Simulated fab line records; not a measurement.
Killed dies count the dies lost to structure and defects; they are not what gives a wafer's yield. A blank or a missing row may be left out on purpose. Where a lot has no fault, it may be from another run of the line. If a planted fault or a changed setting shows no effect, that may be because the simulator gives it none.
Split-lot trial + flow rit-cmos + 23 wafers read from 5 lots, route of 202 steps

## ABOUT THE SPLIT
At RIT_PRETRO_IMPLANT_08, the setting dose-cm2 was moved away from the recipe's 1.2e+13 on 9 of the 23 wafers read, by -7.4% to +4.1%. The other wafers ran this setting at the recipe's value.

## FROM SPLIT TO READING: 1 step shown by the file between the two
- RIT_PRETRO_STRIP_09: strips in O2, time 180 s

## THE READING
PRETRO_TW, at RIT_PRETRO_TW_MEAS_10. A value of 474 with a standard deviation of 3.8 is what fault-free wafers of this fab line usually give.

| wafer  | tool, chamber at the split | dose-cm2 as run | against the recipe | PRETRO_TW | against lot-mates on the recipe |
|--------|----------------------------|-----------------|--------------------|-----------|---------------------------------|
| L074.1 | implanter-03, 0            | 1.2e+13         | recipe             | 476       | -                               |
| L074.2 | implanter-03, 0            | 1.249e+13       | +4.1%              | 480       | +5                              |
| L074.4 | implanter-03, 0            | 1.2e+13         | recipe             | 472       | -                               |
| L074.5 | implanter-03, 0            | 1.2e+13         | recipe             | 476       | -                               |
| L074.6 | implanter-03, 0            | 1.249e+13       | +4.1%              | 479       | +4                              |
| L078.1 | implanter-03, 0            | 1.223e+13       | +1.9%              | 477       | -1                              |
| L078.2 | implanter-03, 0            | 1.2e+13         | recipe             | 478       | -                               |
| L078.3 | implanter-03, 0            | 1.2e+13         | recipe             | 478       | -                               |
| L078.4 | implanter-03, 0            | 1.223e+13       | +1.9%              | 481       | +3                              |
| L078.5 | implanter-03, 0            | 1.2e+13         | recipe             | 478       | -                               |
| L081.4 | implanter-04, 0            | 1.2e+13         | recipe             | 467       | -                               |
| L081.5 | implanter-04, 0            | 1.2e+13         | recipe             | 467       | -                               |
| L081.6 | implanter-04, 0            | 1.2e+13         | recipe             | 467       | -                               |
| L082.1 | implanter-01, 0            | 1.111e+13       | -7.4%              | 469       | -9                              |
| L082.3 | implanter-01, 0            | 1.111e+13       | -7.4%              | 466       | -12                             |
| L082.4 | implanter-01, 0            | 1.111e+13       | -7.4%              | 467       | -11                             |
| L082.5 | implanter-01, 0            | 1.2e+13         | recipe             | 477       | -                               |
| L082.6 | implanter-01, 0            | 1.2e+13         | recipe             | 479       | -                               |
| L083.1 | implanter-04, 0            | 1.122e+13       | -6.5%              | 459       | -8                              |
| L083.2 | implanter-04, 0            | 1.122e+13       | -6.5%              | 461       | -6                              |
| L083.3 | implanter-04, 0            | 1.2e+13         | recipe             | 468       | -                               |
| L083.4 | implanter-04, 0            | 1.2e+13         | recipe             | 467       | -                               |
| L083.5 | implanter-04, 0            | 1.2e+13         | recipe             | 467       | -                               |

FIT RESULTS
A straight line over all 23 wafers: PRETRO_TW changes by +1.3 for each +1% of dose-cm2; r = +0.70; the points scatter about the line by 4.8.
The same after taking each lot's own level away (the mean of its wafers on the recipe; 23 wafers): +1.28 for each +1%; r = +0.96; scatter 1.3.
According to that fit, moving dose-cm2 by its largest amount changes the reading by 9.5.
Across the lots, their own levels run from 467.0 to 478.0, a range of 2.9 times the standard deviation given above.
So the lot-to-lot level blurs the effect unless lot-mates are compared.
Check: -9.87 against its lot-mates is what the line predicts for one of the wafers moved furthest among these (-7.4%) when that wafer is left out of the fit. It came out at -9 against them.

## OTHER SPLITS APPLIED TO THESE WAFERS
Note: prior to the reading, these wafers also went through further splits. Each is held against what the fit with the lots' levels taken away leaves over:
| other split on the same wafers  | wafers away from the commonest value | r with PRETRO_TW (lot level and that fit taken away) |
|---------------------------------|--------------------------------------|------------------------------------------------------|
| RIT_ACTIVE_CVD_03 time-s        | 13                                   | -0.19                                                |
| RIT_ACTIVE_CLEAN_15 time-s      | 13                                   | +0.09                                                |
| RIT_FOX2_OXIDATION_00 temp-c    | 10                                   | -0.25                                                |
| RIT_NWELL_COAT_01 resist-thk-nm | 7                                    | +0.09                                                |
| RIT_NWELL_IMPLANT_08 dose-cm2   | 9                                    | +0.17                                                |
| RIT_PWELL_SOFTBAKE_02 temp-c    | 8                                    | +0.10                                                |
| RIT_PWELL_STRIP_09 o2-flow-sccm | 9                                    | -0.59                                                |

## FILE'S OWN FIT
PRETRO_TW changes by +1.23 for each +1% of dose-cm2, r = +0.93.
